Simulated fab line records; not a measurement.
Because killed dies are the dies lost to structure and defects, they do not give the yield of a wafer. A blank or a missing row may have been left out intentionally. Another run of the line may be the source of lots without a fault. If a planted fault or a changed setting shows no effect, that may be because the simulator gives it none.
fab line records | flow ritCmos
[record] lots = 5 wafers = 23
route steps=202 shown SPACER@125 NSD@133 PSD@143 SDANNEAL@153 PLDD@159 CONTACT@171 M1@188
startH: hours from the record's first day to the start of the lot's first wafer shown | waitH: hours elapsed since this lot's preceding step | " repeats the value in the row above | L1.1+2: one row covering several wafers at once | - value missing, or start not given | * or withheld: withheld | < > ~ a bound
route shown NAME@n: NAME is a module with steps in the file, n the number in the route of the first one | usual: the fault-free wafers' mean and standard deviation | same: alike in all rows | chamber/n: place in a boat | sites: the reading at each site | _std_site: the standard deviation of these | _edge_site: outer sites' mean less inner sites' | radiusMm: for every site, how far away it sits from the centre of the wafer | mask NAME#n: copy n | behind: the most recent tool/chamber to have shaped the wafer | hold: the reason the lot was held/the length of the hold in hours/how it ended | device: the transistor (n, p or np) that didn't switch | end of line: tests of these same wafers at the route's end | a step given without rows: its recipe and nothing more | killed: dies that structure and defects cost at the first sort, which is not the same as the wafer's yield | map: a wafer's dies, x killed, . not, _ none there
set.NAME: the run value of the setting; set.NAME@STEP: its run value at that earlier step | model.NAME: the simulator's own value behind a step, which no gauge read
lots run with intentionally changed settings; tables by step, rows by wafer
[[steps]]
[step RIT_SPACER_CLEAN_00]
[recipe] chemistry = SC1 mix = 3:3:50 timeS = 600 tempC = 75
// columns lot.wafer tool chamber startH waitH set.timeS set.oxTimeS@REOX_OXIDATION_03 model.SiO2_of_REOX_OXIDATION_03.thkNm
L075.2 - - - 0.0 600 6292 24.94
L075.3 " - " " 600 6292 25.33
L075.4 " - " " 600 6292 25.05
L075.5 " - " " 600 6292 25.3
L075.6 " - " " 600 6292 25.06
L077.2 - - - 0.0 622.7 5967 24.17
L077.3 " - " " 622.7 5967 23.89
L077.4 " - " " 622.7 5967 24.16
L077.5 " - " " 622.7 5967 24.41
L077.6 " - " " 622.7 5967 24.13
L078.3 wetBench-01 0 66.06 0.0 600 5580 23.08
L078.5 " 0 " " 600 5580 23.28
L078.6 " 0 " " 600 5580 23.27
L080.2 - - - 0.0 636.5 5073 22.09
L080.3 " - " " 636.5 5073 22.12
L080.4 " - " " 636.5 5073 21.86
L080.5 " - " " 636.5 5073 22.04
L080.6 " - " " 636.5 5073 21.93
L084.1 - - - 0.1 662.6 6171 24.14
L084.2 " - " " 662.6 6171 24.04
L084.3 " - " " 662.6 6171 24.11
L084.4 " - " " 662.6 6171 23.64
L084.5 " - " " 662.6 6171 24.15
[step RIT_NSD_SOFTBAKE_02]
[recipe] resist = NOVOLAK tempC = 90 timeS = 60
// columns lot.wafer tool chamber startH waitH set.tempC
L075.2+3+4 lithoTrack-02 0 56.75 0.1 90
L075.5+6 " 0 " " 86.56
L077.2+4+5 lithoTrack-03 0 64.64 0.1 90
L077.3+6 " 0 " " 86.32
L078.3+5+6 lithoTrack-03 0 68.90 0.1 90
L080.2+4+6 lithoTrack-03 0 78.21 0.1 90
L080.3+5 " 0 " " 93.09
L084.1+5 lithoTrack-01 0 102.78 0.1 90
L084.2+3+4 " 0 " " 86.48
[step RIT_NSD_EXPOSE_03]
[recipe] maskId = M9 na = 0.57 targetCdNm = 40700 doseMj = 250
[step RIT_NSD_PEB_04]
[recipe] resist = NOVOLAK tempC = withheld timeS = withheld
[step RIT_NSD_DEVELOP_05]
[recipe] resist = NOVOLAK developTimeS = 50 devTempC = 23
// columns lot.wafer tool chamber startH waitH set.tempC@NSD_SOFTBAKE_02 model.NOVOLAK_of_NSD_COAT_01.thkNm
L075.2 lithoTrack-02 0 - - 90 999.8
L075.3 " 0 " " 90 999.6
L075.4 " 0 " " 90 1001
L075.5 " 0 " " 86.56 1008
L075.6 " 0 " " 86.56 1007
L077.2 lithoTrack-03 0 - - 90 1001
L077.3 " 0 " " 86.32 1010
L077.4+5 " 0 " " 90 1002
L077.6 " 0 " " 86.32 1016
L078.3 lithoTrack-03 0 - - 90 999.9
L078.5 " 0 " " 90 999.1
L078.6 " 0 " " 90 997
L080.2 lithoTrack-01 0 - - 90 1002
L080.3 " 0 " " 93.09 990.8
L080.4+6 " 0 " " 90 1001
L080.5 " 0 " " 93.09 992.7
L084.1 lithoTrack-02 0 - - 90 1007
L084.2 " 0 " " 86.48 1015
L084.3 " 0 " " 86.48 1020
L084.4 " 0 " " 86.48 1018
L084.5 " 0 " " 90 1006
[step RIT_PSD_COAT_01]
[recipe] resist = NOVOLAK spinRpm = 3250 resistThkNm = 1000
// columns lot.wafer tool chamber startH waitH set.resistThkNm model.NOVOLAK_of_PSD_COAT_01.thkNm
L075.2 lithoTrack-03 0 58.22 0.1 949.2 951.6
L075.3 " 0 " " 1000 999.2
L075.4 " 0 " " 1000 999.4
L075.5 " 0 " " 949.2 949.4
L075.6 " 0 " " 1000 997.7
L077.2 lithoTrack-03 0 66.18 0.1 1046 1052
L077.3+5 " 0 " " 1000 1005
L077.4 " 0 " " 1000 1006
L077.6 " 0 " " 1046 1053
L078.3 lithoTrack-04 0 70.20 0.1 1000 1011
L078.5+6 " 0 " " 1000 1008
L080.2 lithoTrack-04 0 79.59 0.1 1000 1001
L080.3 " 0 " " 1000 1003
L080.4+6 " 0 " " 1031 1031
L080.5 " 0 " " 1031 1030
L084.1 lithoTrack-02 0 104.17 0.1 1057 1057
L084.2 " 0 " " 1000 998.4
L084.3 " 0 " " 1000 998.8
L084.4 " 0 " " 1057 1055
L084.5 " 0 " " 1057 1056
[step RIT_PSD_SOFTBAKE_02]
[recipe] resist = NOVOLAK tempC = 90 timeS = 60
[step RIT_PSD_EXPOSE_03]
[recipe] maskId = M10 na = 0.57 targetCdNm = 40900 doseMj = 250
[step RIT_PSD_DEVELOP_05]
[recipe] resist = NOVOLAK developTimeS = 50 devTempC = 23
[step RIT_PSD_HARDBAKE_07]
[recipe] resist = NOVOLAK tempC = 140 timeS = 60
// columns lot.wafer tool chamber startH waitH set.resistThkNm@PSD_COAT_01 model.NOVOLAK_of_PSD_COAT_01.thkNm
L075.2 lithoTrack-03 0 58.95 0.0 949.2 841.5
L075.3 " 0 " " 1000 883
L075.4 " 0 " " 1000 883.2
L075.5 " 0 " " 949.2 839.5
L075.6 " 0 " " 1000 881.7
L077.2 lithoTrack-02 0 67.02 0.1 1046 929.1
L077.3 " 0 " " 1000 888.4
L077.4 " 0 " " 1000 889
L077.5 " 0 " " 1000 888.5
L077.6 " 0 " " 1046 930.1
L078.3 lithoTrack-02 0 71.03 0.1 1000 893.2
L078.5 " 0 " " 1000 890.8
L078.6 " 0 " " 1000 890.5
L080.2 lithoTrack-02 0 80.33 0.0 1000 884.2
L080.3 " 0 " " 1000 886
L080.4 " 0 " " 1031 911.3
L080.5 " 0 " " 1031 909.8
L080.6 " 0 " " 1031 911
L084.1 lithoTrack-02 0 104.91 0.0 1057 933.5
L084.2 " 0 " " 1000 882.3
L084.3 " 0 " " 1000 882.7
L084.4 " 0 " " 1057 931.6
L084.5 " 0 " " 1057 932.5
[step RIT_SDANNEAL_CLEAN_00]
[recipe] chemistry = SC1 mix = 3:3:50 timeS = 600 tempC = 75
// columns lot.wafer tool chamber startH waitH set.timeS
L075.2+3+4+5+6 - - - 0.0 670.9
L077.2+3+4+5+6 - - - 0.0 648.3
L078.3+5+6 wetBench-04 0 71.51 0.0 600
L080.2+3+4+5+6 - - - 0.0 600
L084.1+2+3+4+5 - - - 0.1 656.7
[step RIT_SDANNEAL_CLEAN_01]
[recipe] chemistry = dHF dilution = 50:1 timeS = 28.5
[step RIT_SDANNEAL_CLEAN_02]
[recipe] chemistry = SC2 mix = 3:3:50 timeS = 600 tempC = 75 dry = n2Spin
[step RIT_SDANNEAL_RS_MEAS_06]
[recipe] thkMeasGauge = four-point-probe
[usual] PLDD_RS = 179.0/0.47
// columns lot.wafer tool chamber startH waitH set.doseCm2@PLDD_IMPLANT_08 PLDD_RS[ohm/sq]
L075.2 filmMetro-03 - 60.15 0.1 8.764e+14 180.6
L075.3 " - " " 9e+14 178.4
L075.4 " - " " 9e+14 179.1
L075.5 " - " " 9e+14 178.5
L075.6 " - " " 8.764e+14 180.9
L077.2 filmMetro-03 - 68.22 0.1 9e+14 178.9
L077.3 " - " " 8.381e+14 185.7
L077.4 " - " " 8.381e+14 185.3
L077.5 " - " " 9e+14 178.8
L077.6 " - " " 9e+14 178.6
L078.3 filmMetro-03 - 72.28 0.1 9e+14 179.1
L078.5 " - " " 9e+14 179.0
L078.6 " - " " 9e+14 179.1
L080.2 filmMetro-01 - 81.52 0.1 8.807e+14 181.0
L080.3 " - " " 8.807e+14 180.4
L080.4 " - " " 9e+14 179.3
L080.5 " - " " 9e+14 178.5
L080.6 " - " " 8.807e+14 181.1
L084.1 filmMetro-04 - 106.13 0.1 9e+14 178.4
L084.2 " - " " 9e+14 178.2
L084.3 " - " " 9.328e+14 174.9
L084.4 " - " " 9.328e+14 175.8
L084.5 " - " " 9.328e+14 175.3
[step RIT_CONTACT_COAT_03]
[recipe] resist = NOVOLAK spinRpm = 3250 resistThkNm = 1000
// columns lot.wafer tool chamber startH waitH set.resistThkNm model.NOVOLAK_of_CONTACT_COAT_03.thkNm
L075.2 lithoTrack-03 0 61.24 0.1 1000 1000
L075.3+6 " 0 " " 1000 1001
L075.4 " 0 " " 1000 1003
L075.5 " 0 " " 1000 999.9
L077.2 lithoTrack-04 0 69.31 0.1 948.5 948.2
L077.3+6 " 0 " " 1000 1005
L077.4 " 0 " " 1000 1003
L077.5 " 0 " " 948.5 954.2
L078.3+5 lithoTrack-03 0 73.47 0.1 1000 1007
L078.6 " 0 " " 1000 1010
L080.2 lithoTrack-04 0 82.55 0.1 1000 997.4
L080.3 " 0 " " 1000 998.7
L080.4 " 0 " " 1000 1000
L080.5 " 0 " " 1000 998.6
L080.6 " 0 " " 1000 1001
L084.1 lithoTrack-04 0 107.14 0.1 944.6 945.4
L084.2 " 0 " " 944.6 944.4
L084.3 " 0 " " 1000 1003
L084.4 " 0 " " 944.6 944.2
L084.5 " 0 " " 1000 999.8
[step RIT_CONTACT_SOFTBAKE_04]
[recipe] resist = NOVOLAK tempC = 90 timeS = 60
[step RIT_CONTACT_EXPOSE_05]
[recipe] maskId = M11 na = 0.6 sourceShape = conventional sigmaOuter = 0.5 targetCdNm = 1000 doseMj = 250
[step RIT_CONTACT_PEB_06]
[recipe] resist = NOVOLAK tempC = withheld timeS = withheld
[step RIT_CONTACT_DEVELOP_07]
[recipe] resist = NOVOLAK developTimeS = 120 devTempC = 23
[step RIT_CONTACT_CD_MEAS_08]
[recipe] targetCdNm = 1000
[usual] cdNm = 999.7/2.1
// columns lot.wafer tool chamber startH waitH set.resistThkNm@CONTACT_COAT_03 cdNm
L075.2 cdSem-02 - 62.05 - 1000 999.4
L075.3 " - " " 1000 1000.5
L075.4 " - " " 1000 998.9
L075.5 " - " " 1000 1001.3
L075.6 " - " " 1000 1000.7
L077.2 cdSem-02 - 70.35 - 948.5 1003.7
L077.3 " - " " 1000 996.5
L077.4 " - " " 1000 998.9
L077.5 " - " " 948.5 1002.1
L077.6 " - " " 1000 996.9
L078.3 cdSem-02 - 74.28 - 1000 999.0
L078.5 " - " " 1000 1000.0
L078.6 " - " " 1000 998.8
L080.2 cdSem-01 - 83.48 - 1000 1001.2
L080.3 " - " " 1000 1003.8
L080.4 " - " " 1000 1003.3
L080.5 " - " " 1000 1002.8
L080.6 " - " " 1000 1001.1
L084.1 cdSem-02 - 108.09 - 944.6 1004.8
L084.2 " - " " 944.6 1004.2
L084.3 " - " " 1000 998.9
L084.4 " - " " 944.6 1005.0
L084.5 " - " " 1000 1001.3
[step RIT_CONTACT_HARDBAKE_10]
[recipe] resist = NOVOLAK tempC = 140 timeS = 60
// columns lot.wafer tool chamber startH waitH set.resistThkNm@CONTACT_COAT_03 model.NOVOLAK_of_CONTACT_COAT_03.thkNm
L075.2 lithoTrack-03 0 62.21 0.0 1000 883.6
L075.3 " 0 " " 1000 884
L075.4 " 0 " " 1000 885.7
L075.5 " 0 " " 1000 883.2
L075.6 " 0 " " 1000 884.6
L077.2 lithoTrack-01 0 70.51 0.0 948.5 838
L077.3 " 0 " " 1000 887.8
L077.4 " 0 " " 1000 886.1
L077.5 " 0 " " 948.5 843.2
L077.6 " 0 " " 1000 887.3
L078.3 lithoTrack-01 0 74.44 0.1 1000 889.7
L078.5 " 0 " " 1000 889.8
L078.6 " 0 " " 1000 892
L080.2 lithoTrack-03 0 83.64 0.0 1000 881.1
L080.3 " 0 " " 1000 882.2
L080.4 " 0 " " 1000 883.5
L080.5 " 0 " " 1000 882
L080.6 " 0 " " 1000 883.9
L084.1 lithoTrack-01 0 108.24 0.0 944.6 835.6
L084.2 " 0 " " 944.6 834.7
L084.3 " 0 " " 1000 886.3
L084.4 " 0 " " 944.6 834.5
L084.5 " 0 " " 1000 883.1
[step RIT_CONTACT_ETCH_11]
[recipe] targetDepthA = 4800 overEtchFrac = 0.2 stopOn = TiSi2 chemistry = CHF3/CF4/Ar target = SiO2 CHF3_flow_sccm = 50 cf4FlowSccm = 10 Ar_flow_sccm = 100 O2_flow_sccm = 5 pressureMtorr = 100 rfW = 200 timeS = 320
// columns lot.wafer tool chamber startH waitH set.timeS set.resistThkNm@CONTACT_COAT_03 model.NOVOLAK_of_CONTACT_COAT_03.thkNm model.CONTACT.cdNm
L075.2 rieDiel-03 1 62.34 0.1 285.3 1000 778.6 999.5
L075.3 " 3 " " 285.3 1000 780.4 1001
L075.4 " 2 " " 320 1000 766.3 999
L075.5 " 1 " " 320 1000 766.3 1002
L075.6 " 2 " " 285.3 1000 778.4 1000
L077.2 rieDiel-01 3 70.64 0.1 335.3 948.5 718.7 1003
L077.3 " 0 " " 320 1000 770.3 996.9
L077.4 " 1 " " 335.3 1000 771.7 998.3
L077.5 " 3 " " 320 948.5 730.8 1002
L077.6 " 2 " " 320 1000 773.4 996.9
L078.3 rieDiel-02 2 74.54 0.1 320 1000 772.4 999.3
L078.5 " 0 " " 320 1000 779.1 999.7
L078.6 " 1 " " 320 1000 778.6 998.4
L080.2 rieDiel-02 0 83.77 0.1 320 1000 770.2 -
L080.3 " 3 " " 350.7 1000 757.1 1004
L080.4 " 2 " " 350.7 1000 754 1004
L080.5 " 1 " " 320 1000 768.1 1003
L080.6 " 0 " " 350.7 1000 761.9 1001
L084.1 rieDiel-02 2 108.39 0.1 300.6 944.6 726 1004
L084.2 " 1 " " 320 944.6 722.3 1004
L084.3 " 3 " " 300.6 1000 780.7 998
L084.4 " 0 " " 320 944.6 722.4 1005
L084.5 " 2 " " 300.6 1000 773.1 1001
[step RIT_M1_COAT_04]
[recipe] resist = NOVOLAK spinRpm = 2000 resistThkNm = 1300
// columns lot.wafer tool chamber startH waitH set.resistThkNm model.NOVOLAK_of_M1_COAT_04.thkNm
L075.2 lithoTrack-02 0 63.83 0.1 1300 1305
L075.3 " 0 " " 1279 1282
L075.4 " 0 " " 1300 1303
L075.5 " 0 " " 1279 1281
L075.6 " 0 " " 1279 1283
L077.2+5 lithoTrack-04 0 72.14 0.1 1300 1306
L077.3 " 0 " " 1260 1265
L077.4 " 0 " " 1300 1307
L077.6 " 0 " " 1260 1266
L078.3 lithoTrack-02 0 76.06 0.1 1300 1302
L078.5 " 0 " " 1300 1301
L078.6 " 0 " " 1300 1303
L080.2 lithoTrack-04 0 85.29 0.1 1239 1242
L080.3 " 0 " " 1239 1245
L080.4 " 0 " " 1300 1302
L080.5 " 0 " " 1239 1243
L080.6 " 0 " " 1300 1303
L084.1+2 lithoTrack-01 0 109.86 0.1 1342 1349
L084.3 " 0 " " 1300 1302
L084.4 " 0 " " 1300 1308
L084.5 " 0 " " 1342 1346
[step RIT_M1_SOFTBAKE_05]
[recipe] resist = NOVOLAK tempC = 90 timeS = 60
[step RIT_M1_EXPOSE_06]
[recipe] maskId = M12 na = 0.6 sourceShape = conventional sigmaOuter = 0.5 targetCdNm = 2600 doseMj = 250
[step RIT_M1_PEB_07]
[recipe] resist = NOVOLAK tempC = withheld timeS = withheld
[step RIT_M1_DEVELOP_08]
[recipe] resist = NOVOLAK developTimeS = 69.88 devTempC = 23
[step RIT_M1_CD_MEAS_09]
[recipe] targetCdNm = 2600
[usual] cdNm = 2600.2/1.8
// columns lot.wafer tool chamber startH waitH set.resistThkNm@M1_COAT_04 cdNm
L075.2 cdSem-02 - 64.55 - 1300 2599.7
L075.3 " - " " 1279 2596.8
L075.4 " - " " 1300 2600.8
L075.5 " - " " 1279 2600.3
L075.6 " - " " 1279 2598.4
L077.2 cdSem-02 - 72.99 - 1300 2598.4
L077.3 " - " " 1260 2595.1
L077.4 " - " " 1300 2600.3
L077.5 " - " " 1300 2598.1
L077.6 " - " " 1260 2596.0
L078.3 cdSem-02 - 76.78 - 1300 2600.5
L078.5 " - " " 1300 2599.6
L078.6 " - " " 1300 2598.8
L080.2 cdSem-01 - 86.21 - 1239 2593.6
L080.3 " - " " 1239 2594.6
L080.4 " - " " 1300 2601.5
L080.5 " - " " 1239 2596.3
L080.6 " - " " 1300 2600.0
L084.1 cdSem-02 - 110.71 - 1342 2605.1
L084.2 " - " " 1342 2605.7
L084.3 " - " " 1300 2600.1
L084.4 " - " " 1300 2602.1
L084.5 " - " " 1342 2604.2
[step RIT_M1_HARDBAKE_11]
[recipe] resist = NOVOLAK tempC = 140 timeS = 120
// columns lot.wafer tool chamber startH waitH set.resistThkNm@M1_COAT_04 model.NOVOLAK_of_M1_COAT_04.thkNm
L075.2 lithoTrack-02 0 64.73 0.1 1300 1141
L075.3+5 " 0 " " 1279 1121
L075.4 " 0 " " 1300 1140
L075.6 " 0 " " 1279 1122
L077.2+5 lithoTrack-04 0 73.17 0.1 1300 1142
L077.3 " 0 " " 1260 1107
L077.4 " 0 " " 1300 1143
L077.6 " 0 " " 1260 1108
L078.3+5 lithoTrack-01 0 76.97 0.1 1300 1138
L078.6 " 0 " " 1300 1140
L080.2 lithoTrack-04 0 86.68 0.4 1239 1087
L080.3 " 0 " " 1239 1090
L080.4 " 0 " " 1300 1139
L080.5 " 0 " " 1239 1088
L080.6 " 0 " " 1300 1140
L084.1+2 lithoTrack-04 0 110.87 0.0 1342 1179
L084.3 " 0 " " 1300 1139
L084.4 " 0 " " 1300 1144
L084.5 " 0 " " 1342 1176
[step RIT_M1_PROBE_99]
// columns lot.wafer tool chamber startH waitH set.timeS@SDANNEAL_CLEAN_00 model.etest.nldd.rsOhmSq
L075.2 prober-02 - 67.24 0.1 670.9 409
L075.3 prober-02 - 67.29 0.2 670.9 417.5
L075.4 prober-02 - 67.34 0.2 670.9 410.1
L075.5 prober-02 - 67.39 0.2 670.9 419.4
L075.6 prober-02 - 67.44 0.2 670.9 413.6
L077.2 prober-02 - 75.68 0.1 648.3 400.2
L077.3 prober-02 - 75.73 0.2 648.3 396.6
L077.4 prober-02 - 75.78 0.2 648.3 405.6
L077.5 prober-02 - 75.83 0.2 648.3 408.6
L077.6 prober-02 - 75.88 0.2 648.3 403.1
L078.3 prober-01 - 79.49 0.2 600 358.6
L078.5 prober-01 - 79.59 0.2 600 358
L078.6 prober-01 - 79.64 0.2 600 360.7
L080.2 prober-01 - 90.18 0.1 600 348.6
L080.3 prober-01 - 90.23 0.2 600 350.5
L080.4 prober-01 - 90.28 0.2 600 348.2
L080.5 prober-01 - 90.33 0.2 600 346.5
L080.6 prober-01 - 90.38 0.2 600 348
L084.1 prober-01 - 113.37 0.1 656.7 404.3
L084.2 prober-01 - 113.42 0.1 656.7 397.9
L084.3 prober-01 - 113.47 0.2 656.7 403.1
L084.4 prober-01 - 113.52 0.2 656.7 390.5
L084.5 prober-01 - 113.57 0.2 656.7 403.8
// killed by level:class
L078.3 FOX2:geometricParticle:open=3 FOX1:geometricParticle:open=1 GATE:geometricParticle:short=1 SILICIDE:geometricParticle:short=1
L078.5 FOX2:geometricParticle:open=2 FOX2:geometricParticle:short=1 SILICIDE:geometricParticle:open=1 SILICIDE:geometricParticle:short=1
L078.6 GATE:geometricParticle:short=2 SPACER:geometricParticle:open=1 SPACER:geometricParticle:short=1
[[key]]
[split] step = RIT_SPACER_CLEAN_00 setting = timeS stated = 600 by = lot
response none clear
[split] step = RIT_NSD_SOFTBAKE_02 setting = tempC stated = 90 by = wafer
[response] step = RIT_NSD_DEVELOP_05 reading = model.NOVOLAK_of_NSD_COAT_01.thkNm change = -2.59 per = 1% r = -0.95
[split] step = RIT_PSD_COAT_01 setting = resistThkNm stated = 1000 by = wafer
[response] step = RIT_PSD_COAT_01 reading = model.NOVOLAK_of_PSD_COAT_01.thkNm change = +9.85 per = 1% r = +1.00
[response] step = RIT_PSD_HARDBAKE_07 reading = model.NOVOLAK_of_PSD_COAT_01.thkNm change = +8.61 per = 1% r = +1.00
[split] step = RIT_SDANNEAL_CLEAN_00 setting = timeS stated = 600 by = lot
[response] step = RIT_M1_PROBE_99 reading = model.etest.nldd.rsOhmSq change = +5.29 per = 1% r = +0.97
[split] step = RIT_CONTACT_COAT_03 setting = resistThkNm stated = 1000 by = wafer
[response] step = RIT_CONTACT_COAT_03 reading = model.NOVOLAK_of_CONTACT_COAT_03.thkNm change = +10.3 per = 1% r = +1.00
[response] step = RIT_CONTACT_CD_MEAS_08 reading = cdNm change = -0.931 per = 1% r = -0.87
[response] step = RIT_CONTACT_HARDBAKE_10 reading = model.NOVOLAK_of_CONTACT_COAT_03.thkNm change = +9 per = 1% r = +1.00
[response] step = RIT_CONTACT_ETCH_11 reading = model.NOVOLAK_of_CONTACT_COAT_03.thkNm change = +9.4 per = 1% r = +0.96
[response] step = RIT_CONTACT_ETCH_11 reading = model.CONTACT.cdNm change = -0.927 per = 1% r = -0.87
[split] step = RIT_CONTACT_ETCH_11 setting = timeS stated = 320 by = wafer
response none clear
[split] step = RIT_M1_COAT_04 setting = resistThkNm stated = 1300 by = wafer
[response] step = RIT_M1_COAT_04 reading = model.NOVOLAK_of_M1_COAT_04.thkNm change = +12.9 per = 1% r = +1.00
[response] step = RIT_M1_CD_MEAS_09 reading = cdNm change = +1.2 per = 1% r = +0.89
[response] step = RIT_M1_HARDBAKE_11 reading = model.NOVOLAK_of_M1_COAT_04.thkNm change = +11.1 per = 1% r = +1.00
split outsideThisFile step=RIT_REOX_OXIDATION_03 setting=oxTimeS
split outsideThisFile step=RIT_PLDD_IMPLANT_08 setting=doseCm2
// split outsideThisFile: this setting was split too, and the file shows its column; the key of that split is in another file
